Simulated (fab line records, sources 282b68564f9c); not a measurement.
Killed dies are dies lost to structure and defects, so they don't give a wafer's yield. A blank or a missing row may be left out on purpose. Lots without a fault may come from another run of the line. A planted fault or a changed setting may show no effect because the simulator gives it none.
Which tool did it? | flow rit_cmos | 15 lots, 45 wafers sampled, at 1 step of a route of 202

WHAT THE GAUGES READ, wafer by wafer
The record holds no reading of a measuring or inspecting step that can be judged against a usual standard deviation.

WHICH TOOL RAN EACH LOT (tool, then ch and the chambers of the sampled wafers, then the start)
lot  | RIT_PWELL_DEVELOP_05
L601 | litho_track-03 ch 0, day 1 22:00
L603 | litho_track-01 ch 0, day 2 07:00
L604 | litho_track-03 ch 0, day 2 13:00
L607 | litho_track-03 ch 0, day 3 04:00
L608 | litho_track-01 ch 0, day 3 09:00
L609 | litho_track-03 ch 0, day 3 14:00
L611 | litho_track-04 ch 0, day 3 23:00
L612 | litho_track-04 ch 0, day 4 04:00
L613 | litho_track-03, day 4 10:00
L614 | litho_track-04, day 4 14:00
L615 | litho_track-03, day 4 19:00
L616 | litho_track-01 ch 0, day 5 03:00
L620 | litho_track-04 ch 0, day 5 22:00
L623 | litho_track-01 ch 0, day 6 11:00
L624 | litho_track-04 ch 0, day 6 16:00
- RIT_PWELL_DEVELOP_05: develop time 68 s.

WHAT THE TOOLS THEMSELVES READ (means of the sampled wafers that have a number; where no wafer has one, the mark that the record gives instead)
RIT_PWELL_DEVELOP_05.
lot  | tool           | chill_plate_temp_C (C)
L601 | litho_track-03 | 22.95
L603 | litho_track-01 | 23.03
L604 | litho_track-03 | 22.98
L607 | litho_track-03 | 23.00
L608 | litho_track-01 | 22.83
L609 | litho_track-03 | 23.00
L611 | litho_track-04 | 23.03
L612 | litho_track-04 | 23.10
L613 | litho_track-03 | -
L614 | litho_track-04 | -
L615 | litho_track-03 | -
L616 | litho_track-01 | 22.90
L620 | litho_track-04 | 23.02
L623 | litho_track-01 | 22.97
L624 | litho_track-04 | 22.98

THE ANSWER, worked out from the rows above alone
Rule: what is usual is taken from the lots themselves. Put in order of their means at a reading, lots are off if they are a third of the lots or fewer, leave a main group of 4 or more, and stand apart from it by a gap of 3 or more times the standard deviation of the main group's means; of several such gaps the widest counts. A main group whose means are all the same, to the digits that the tables above print for the reading, isn't used. A lot without any number at a reading at which 4 lots or more have one is off too. The other lots that the step has rows for count as sound. The gauges are gone through in route order, then the tools' own readings, and for those a lot's mean is taken as printed above. The first step at which some lot is off is used, and at that step the reading that is off furthest; a lot without a number counts as furthest.
Off: L613, L614, L615, at RIT_PWELL_DEVELOP_05 (chill_plate_temp_C). Without a number there: L613, L614, L615. The main group: mean 22.98 C, standard deviation 0.066.
A tool fits if, at that step or a process step before it, it ran every lot that is off, and no sound lot after the first of them. None of those tried fits.

WHAT THE SIMULATOR HAD PUT IN
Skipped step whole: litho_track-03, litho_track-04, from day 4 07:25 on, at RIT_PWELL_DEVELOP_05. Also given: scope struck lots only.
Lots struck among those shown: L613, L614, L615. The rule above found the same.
